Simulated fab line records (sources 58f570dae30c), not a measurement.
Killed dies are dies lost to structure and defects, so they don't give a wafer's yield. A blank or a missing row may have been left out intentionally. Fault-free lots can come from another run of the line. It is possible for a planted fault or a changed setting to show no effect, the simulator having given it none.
Split-lot study    flow berkeley cmos170    23 wafers read across 5 lots, on a route 331 steps long

== THE SPLIT ==
At UCB170_ACTIVE_EXPOSE_10 (exposes mask ACTIVE, target cd 1200 nm), the setting dose mj was moved away from the recipe's 20 on 10 of the 23 wafers read, by -6.8% to +6.4%. For the rest of the wafers, this setting stayed at what the recipe calls for.

== FROM THE SPLIT TO THE READING: what the file shows between them, 5 steps ==
- UCB170_ACTIVE_PEB_11
- UCB170_ACTIVE_DEVELOP_12: develop time 45 s
- UCB170_ACTIVE_CD_MEAS_13: target cd 1200 nm
- UCB170_ACTIVE_ETCH_15: etches Si3N4 in CH3F/Ar/O2, stops on SiO2, target depth 242 nm, time 151 s
- UCB170_ACTIVE_STRIP_16: strips in O2

== THE READING ==
At UCB170_ACTIVE_CD_MEAS_90: cd nm in nanometres, against a target cd of 1200 nm. Fault-free wafers of this fab line usually give 1199.7 nm, standard deviation 1.2 nm.

wafer   tool, chamber at the split  dose mj as run  against the recipe  cd nm, nm  against lot-mates on the recipe
L075.1  krf scanner-01, 0           19.42           -2.9%               1205.2     +6.2
L075.2  krf scanner-01, 0           20              recipe              1199.3     -
L075.3  krf scanner-01, 0           20              recipe              1199.8     -
L075.4  krf scanner-01, 0           20              recipe              1197.9     -
L075.5  krf scanner-01, 0           19.42           -2.9%               1207.0     +8.0
L081.3  krf scanner-02, 0           20              recipe              1200.4     -
L081.5  krf scanner-02, 0           20              recipe              1199.5     -
L081.6  krf scanner-02, 0           20              recipe              1199.5     -
L080.1  krf scanner-01, 0           21.28           +6.4%               1187.8     -11.1
L080.2  krf scanner-01, 0           20              recipe              1197.9     -
L080.4  krf scanner-01, 0           20              recipe              1199.9     -
L080.5  krf scanner-01, 0           21.28           +6.4%               1186.0     -12.9
L080.6  krf scanner-01, 0           21.28           +6.4%               1187.1     -11.8
L084.1  krf scanner-01, 0           20              recipe              1198.7     -
L084.3  krf scanner-01, 0           18.65           -6.8%               1214.5     +13.9
L084.4  krf scanner-01, 0           20              recipe              1202.5     -
L084.5  krf scanner-01, 0           18.65           -6.8%               1214.5     +13.9
L084.6  krf scanner-01, 0           18.65           -6.8%               1211.8     +11.2
L083.1  krf scanner-01, 0           20.68           +3.4%               1195.1     -6.2
L083.2  krf scanner-01, 0           20              recipe              1200.7     -
L083.3  krf scanner-01, 0           20              recipe              1201.3     -
L083.4  krf scanner-01, 0           20              recipe              1201.9     -
L083.6  krf scanner-01, 0           20.68           +3.4%               1195.6     -5.7

THE FIT
A straight line over all 23 wafers: cd nm changes by -1.98 nm for each +1% of dose mj; r = -0.98; the points scatter about the line by 1.4 nm.
The same after taking each lot's own level away (the mean of its wafers on the recipe; 23 wafers): -1.92 nm for each +1%; r = -0.99; scatter 1.1 nm.
That fit puts the effect of the largest move of dose mj on the reading at 13 nm.
Measured against the standard deviation above, the lots' own levels, which go from 1198.90 to 1201.30 nm, span 2.0 times it.
The two slopes are in agreement: the lot-to-lot level therefore moves the slope only a little.
Check: with one of the wafers moved furthest among these (-6.8%) left out of the fit, the line predicts +13 nm for it against its lot-mates. Against them it came out at +13.9 nm.

== ADDITIONAL SPLITS CARRIED BY THESE WAFERS ==
Note: prior to the reading, these wafers also went through further splits. Each is held against what the fit with the lots' levels taken away leaves over:
other split on the same wafers       wafers away from the commonest value  r with cd nm (lot level and that fit taken away)
UCB170_NWELL_CVD_04 time s           15                                    +0.02
UCB170_NWELL_IMPLANT_14 energy kev   10                                    +0.19
UCB170_PWELL_OXIDATION_02 temp c     15                                    +0.09
UCB170_PWELL_PEB_11 peb temp c       5                                     -0.16
UCB170_ACTIVE_COAT_08 resist thk nm  10                                    +0.49

== THE WHOLE CHAIN: every reading that the file lists as answering this split, in the file's order ==
step                      what it does                                                                reading                                                        change (the file's fit)               r (the file's)
UCB170_ACTIVE_CD_MEAS_13  target cd 1200 nm                                                           cd nm                                                          -1.91 nm for each +1% of the setting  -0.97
UCB170_ACTIVE_ETCH_15     etches Si3N4 in CH3F/Ar/O2, stops on SiO2, target depth 242 nm, time 151 s  ACTIVE.cd nm (the simulator's own value, which no gauge read)  -1.92 nm for each +1% of the setting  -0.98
UCB170_ACTIVE_CD_MEAS_90  target cd 1200 nm                                                           cd nm                                                          -1.93 nm for each +1% of the setting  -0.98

== THE FILE'S OWN FIT ==
cd nm changes by -1.93 nm for each +1% of dose mj, r = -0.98.
